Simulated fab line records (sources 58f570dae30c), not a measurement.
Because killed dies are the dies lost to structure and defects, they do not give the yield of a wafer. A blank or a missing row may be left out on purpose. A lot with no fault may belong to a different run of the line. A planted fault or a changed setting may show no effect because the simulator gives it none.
A struck lot beside a sound one || flow berkeleyCmos170 || 15 out of 331 route steps
Sound: these wafers, L654.3, L654.5, L654.6. Wafers struck: L661.1, L661.3, L661.4. The cause is given at the end.
Per side, at each step with rows, come the tool, then ch with its chambers, and then its first start. Under that, the readings that differ: sound wafers || struck wafers || difference of the means || sigmas: that difference in standard deviations of wafers without a fault.
alike: same words and numbers on both sides, and readings whose means sit less than 2 such deviations apart. not compared: any withheld reading, any reading some wafer has no value for, any bound like >300 that may hide the same value, and any number with overlapping values for which the record gives no deviation.
The two part at a step that has a row with sigmas, a row that says differs or no value, or rows on one side only. Numbers that don't overlap but have no deviation are shown without sigmas and don't part them. Lack of a reading on every wafer of one side parts them only where that side has two or more wafers.

first, 2 steps without rows for these wafers: UCB170_ZERO_PEB_04; UCB170_ZERO_DEVELOP_05 (develop time 45 s).
UCB170_ZERO_ETCH_06: etches SiO2 in CHF3/CF4/Ar, time 12 s.
  sound on rieDiel-03 ch 1,2, day 3 09:20; struck on rieDiel-04 ch 0,1,2, day 4 20:22
{"reading": "drypumpMotorCurrentA (A)", "sound": "5.3 5.3 5.1", "struck": "6.4 6.2 6.1", "difference": "+1.0", "sigmas": "+2"}
  alike: mfcArSccm, oesProductAu, throttleValvePct
  not compared: rfHoursCounterH
UCB170_ZERO_STRIP_07: strips in O2.
  sound on plasmaAsher-03 ch 0,1, day 3 09:23; struck on plasmaAsher-03 ch 0,1, day 4 20:23
  alike: drypumpMotorCurrentA, oesProductAu, stripTimeToEndpointS
  not compared: rfHoursCounterH
then, 2 steps without rows for these wafers: UCB170_NWELL_WET_ETCH_00 (etches SiO2 in dHF, time 200 s); UCB170_NWELL_OXIDATION_01 (target thk 26.4 nm, ox time 1260 s).
UCB170_NWELL_THK_MEAS_02:
  sound: filmMetro-02 at day 3 14:24; struck: filmMetro-01 at day 5 03:53
  alike: NWELL_OXIDE_THK
then, 2 steps without rows for these wafers: UCB170_NWELL_ANNEAL_03 (time 900 s); UCB170_NWELL_CVD_04 (deposits Si3N4 from SiH2Cl2/NH3, target thk 224 nm, time 3360 s).
UCB170_NWELL_THK_MEAS_05:
  sound: filmMetro-03 at day 3 21:34; struck: filmMetro-02 at day 5 12:46
  alike: NWELL_NITRIDE_THK
then, 2 steps without rows for these wafers: UCB170_NWELL_HMDS_06 (prime time 60 s); UCB170_NWELL_COAT_07 (resist thk 900 nm).
UCB170_NWELL_SOFTBAKE_08: time 60 s.
  sound on lithoTrack-04 ch 0, day 3 21:57; struck on lithoTrack-04 ch 0, day 5 13:31
{"reading": "heaterPowerTotalW (W)", "sound": "56.79 56.71 56.78", "struck": "59.05 58.87 58.88", "difference": "+2.17", "sigmas": "+45"}
{"reading": "runLengthS (s)", "sound": "88.98 89.00 88.98", "struck": "81.40 81.40 81.19", "difference": -7.66, "sigmas": -48}
then, 1 step without rows for these wafers: UCB170_NWELL_EXPOSE_09 (exposes mask NWELL, target cd 3000 nm).
UCB170_M3_PROBE_99:
  rows exist in the record for the sound wafers here (prober-02, day 10 02:10), none for the struck ones

## WHERE THEY PART
Last at UCB170_M3_PROBE_99 as far as this record goes, first at UCB170_ZERO_ETCH_06.

WHY: what had been put in by the simulator
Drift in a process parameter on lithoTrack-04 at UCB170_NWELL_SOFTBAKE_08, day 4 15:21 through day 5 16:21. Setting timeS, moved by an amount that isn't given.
